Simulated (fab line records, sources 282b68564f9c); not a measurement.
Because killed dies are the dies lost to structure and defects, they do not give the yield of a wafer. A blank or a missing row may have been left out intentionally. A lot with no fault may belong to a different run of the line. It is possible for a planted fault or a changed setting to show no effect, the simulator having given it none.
8D (eight disciplines) problem report, filled in by code :: flow rit-cmos :: the parts of the form that need people (team, actions taken, sign-off) are left out

== 1. PROBLEM STATEMENT ==
At RIT_NLDD_STRIP_09, chamber-pressure-mTorr averages 1998 mTorr over 6 wafers from 2 lots, while fault-free wafers read 4000 mTorr, standard deviation 3.6. So: -99 or more standard deviations from the usual mean.
The step: strips in O2, time 180 s.
The first sign was on wafer L513.2 at day 6 16:52, on plasma-asher-04. Wafers with a number at this step in the record: 42, from 14 lots. Rule for "out", or "out of limits": more than 4 standard deviations from the usual mean. The rest of the wafers with a number are treated as sound.

== 2. WHAT IT IS; WHAT IT IS NOT ==
question: which readings at this step
is: chamber-pressure-mTorr
is not: drypump-motor-current-A

question: which lots
is: L513, L514
is not: L497, L498, L499, L500, L501, L502, L503, L504, L506, L507, L517, L520

question: which wafers of those lots
is: all that have a number
is not: -

question: read on which tools
is: plasma-asher-04
is not: plasma-asher-02, plasma-asher-03

question: when
is: from day 6 16:52
is not: up to then (30 sound wafers); but 6 sound wafers of L517, L520 came after

== 3. SUSPECTS, AND WHAT RULES EACH OUT ==
Counting: a tool at a process step up to the reading stays a suspect if it ran every lot that is out and no sound lot after the first of them.
- plasma-asher-04 at RIT_NLDD_STRIP_09 (strips in O2, time 180 s): kept. It processed each lot that is out, first L513 at day 6 16:52, and no sound lot thereafter; up to then, the last sound lot it processed was L503 at day 4 05:58. Out on those wafers are its own readings of chamber-pressure-mTorr.
After counting, what remains is plasma-asher-04 at RIT_NLDD_STRIP_09.

== 4. THE CAUSE (what the simulator had put in) ==
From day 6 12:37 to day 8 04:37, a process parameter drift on plasma-asher-04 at RIT_NLDD_STRIP_09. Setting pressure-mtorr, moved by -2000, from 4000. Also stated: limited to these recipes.
The count eliminated every tool but this one.

== 5. THE CHAIN OF EFFECTS, in route order ==
One row per reading whose mean, taken over the struck wafers that have a number, lies over 3 standard deviations from the usual. Only readings for which the record gives a usual standard deviation are gone through. hours: the time from each lot's start at the first step in this table that gives one to its start at this step, as a median over the lots. sigmas: the change in usual standard deviations.
hours: 0
step: RIT_NLDD_STRIP_09
reading: chamber-pressure-mTorr
usual: 4000 mTorr
on struck wafers: 1998
change: -2002
sigmas: -99 or more
Here are the process steps it includes:
- RIT_NLDD_STRIP_09: strips in O2, time 180 s.
Later steps that measure or inspect, where all struck wafers having a row at the step show a number for every such reading and not one has moved that far: RIT_NSD_OVL_MEAS_06.

== 6. HOW IT WOULD HAVE BEEN CAUGHT EARLIER ==
First out-of-limits reading in this record: day 6 16:52, which is 4 hours after fault onset at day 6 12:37.
